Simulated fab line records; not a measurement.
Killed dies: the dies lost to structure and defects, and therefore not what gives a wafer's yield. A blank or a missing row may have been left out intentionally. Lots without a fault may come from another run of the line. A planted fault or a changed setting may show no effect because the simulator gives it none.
Lot-split experiment ; flow berkeleyCmos170 ; 27 wafers read from 5 lots, route of 331 steps

== THE SPLIT ITSELF ==
At UCB170_SPACER_ETCHBACK_03 (etches SiO2 in CHF3/CF4/Ar, stops on Si, target depth 376 nm, time 100 s), the setting targetDepthA was moved away from the recipe's 3760 angstrom on 12 of the 27 wafers read, by -24.7% to +44.9%. This setting was run at the recipe's value on the other wafers.

The reading comes from the split's own step.

== THE READING ==
oesProductAu, in a.u., at UCB170_SPACER_ETCHBACK_03 (etches SiO2 in CHF3/CF4/Ar, stops on Si, target depth 376 nm, time 100 s). Typical for fault-free wafers on this fab line: 0.899 a.u., with standard deviation 0.019 a.u.

wafer;tool, chamber at the split;targetDepthA as run, angstrom;against the recipe;oesProductAu, a.u.;against lot-mates on the recipe
L074.1;rieDiel-03, 2;2833;-24.7%;0.979;+0.087
L074.2;rieDiel-03, 1;2833;-24.7%;0.984;+0.092
L074.3;rieDiel-03, 0;3760;recipe;0.868;-
L074.4;rieDiel-03, 3;3760;recipe;0.912;-
L074.5;rieDiel-03, 2;3760;recipe;0.897;-
L074.6;rieDiel-03, 1;2833;-24.7%;0.990;+0.098
L076.1;rieDiel-03, 1;3760;recipe;0.881;-
L076.2;rieDiel-03, 0;3760;recipe;0.878;-
L076.3;rieDiel-03, 2;4727;+25.7%;0.755;-0.140
L076.4;rieDiel-03, 3;3760;recipe;0.926;-
L076.5;rieDiel-03, 1;4727;+25.7%;0.773;-0.122
L076.6;rieDiel-03, 2;4727;+25.7%;0.773;-0.122
L079.1;rieDiel-03, 1;3760;recipe;0.883;-
L079.2;rieDiel-03, 2;5448;+44.9%;0.692;-0.206
L079.3;rieDiel-03, 0;3760;recipe;0.879;-
L079.4;rieDiel-03, 3;3760;recipe;0.932;-
L079.5;rieDiel-03, 3;5448;+44.9%;0.736;-0.162
L079.6;rieDiel-03, 2;5448;+44.9%;0.697;-0.201
L082.1;rieDiel-01, 0;3760;recipe;0.900;-
L082.2;rieDiel-01, 3;3056;-18.7%;1.003;+0.094
L082.3;rieDiel-01, 1;3056;-18.7%;0.983;+0.074
L082.4;rieDiel-01, 2;3760;recipe;0.909;-
L082.5;rieDiel-01, 1;3760;recipe;0.917;-
L082.6;rieDiel-01, 0;3056;-18.7%;0.985;+0.076
L085.1;rieDiel-02, 3;3760;recipe;0.886;-
L085.2;rieDiel-02, 2;3760;recipe;0.903;-
L085.5;rieDiel-02, 0;3760;recipe;0.917;-

FIT RESULTS
A straight line over all 27 wafers: oesProductAu changes by -0.00431 a.u. for each +1% of targetDepthA; r = -0.98; the points scatter about the line by 0.02 a.u.
The same after taking each lot's own level away (the mean of its wafers on the recipe; 27 wafers): -0.00427 a.u. for each +1%; r = -0.98; scatter 0.018 a.u.
The reading moves by 0.19 a.u. for the largest change in targetDepthA, on that fit.
Measured against the standard deviation above, the lots' own levels, which go from 0.8923 to 0.9087 a.u., span 0.9 times it.
Consequently the slope shifts little with the lot-to-lot level, the two slopes agreeing.
Check: -0.192 a.u. against its lot-mates is what the line predicts for one of the wafers moved furthest among these (+44.9%) when that wafer is left out of the fit. It came out at -0.206 a.u. against them.
Tool readings at the split's step, against how far the setting was moved: oesProductAu r = -0.98.

== THESE WAFERS: OTHER SPLITS ==
Before the reading, these wafers also passed through other splits. Each is held against what the fit with the lots' levels taken away leaves over:
other split on the same wafers;wafers away from the commonest value;r with oesProductAu (lot level and that fit taken away)
UCB170_NWELL_CVD_04 timeS;18;+0.22
UCB170_ACTIVE_DEVELOP_12 developTimeS;12;-0.07
UCB170_SACOX_OXIDATION_01 oxTimeS;12;-0.14

== THE WHOLE CHAIN: every reading that the file lists as answering this split, in the file's order ==
step;what it does;reading;change (the file's fit);r (the file's)
UCB170_SPACER_ETCHBACK_03;etches SiO2 in CHF3/CF4/Ar, stops on Si, target depth 376 nm, time 100 s;oesProductAu;-0.00428 a.u. for each +1% of the setting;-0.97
UCB170_M3_PROBE_99;;etest.pldd.lineOhmUm (the simulator's own value, which no gauge read);not straight: 1821 at the lowest setting, 1848 at the recipe, 6.349 at the highest;not given
UCB170_M3_PROBE_99;;etest.pmos_0p6.rOnOhmUm (the simulator's own value, which no gauge read);not straight: 8618 at the lowest setting, 8470 at the recipe, 6039 at the highest;not given
UCB170_M3_PROBE_99;;etest.nldd.lineOhmUm (the simulator's own value, which no gauge read);not straight: 1263 at the lowest setting, 1274 at the recipe, 6.206 at the highest;not given
UCB170_M3_PROBE_99;;etest.pldd.rsOhmSq (the simulator's own value, which no gauge read);not straight: 1130 at the lowest setting, 1120 at the recipe, 3.648 at the highest;not given
UCB170_M3_PROBE_99;;etest.nldd.rsOhmSq (the simulator's own value, which no gauge read);not straight: 780.3 at the lowest setting, 773 at the recipe, 3.586 at the highest;not given
UCB170_M3_PROBE_99;;etest.ppolyLine.lineOhmUm (the simulator's own value, which no gauge read);not straight: 734.8 at the lowest setting, 14.88 at the recipe, 14.66 at the highest;not given
UCB170_M3_PROBE_99;;etest.npolyLine.lineOhmUm (the simulator's own value, which no gauge read);not straight: 433.8 at the lowest setting, 14.54 at the recipe, 14.26 at the highest;not given

== THE FILE'S OWN FIT ==
oesProductAu changes by -0.00428 a.u. for each +1% of targetDepthA, r = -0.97.
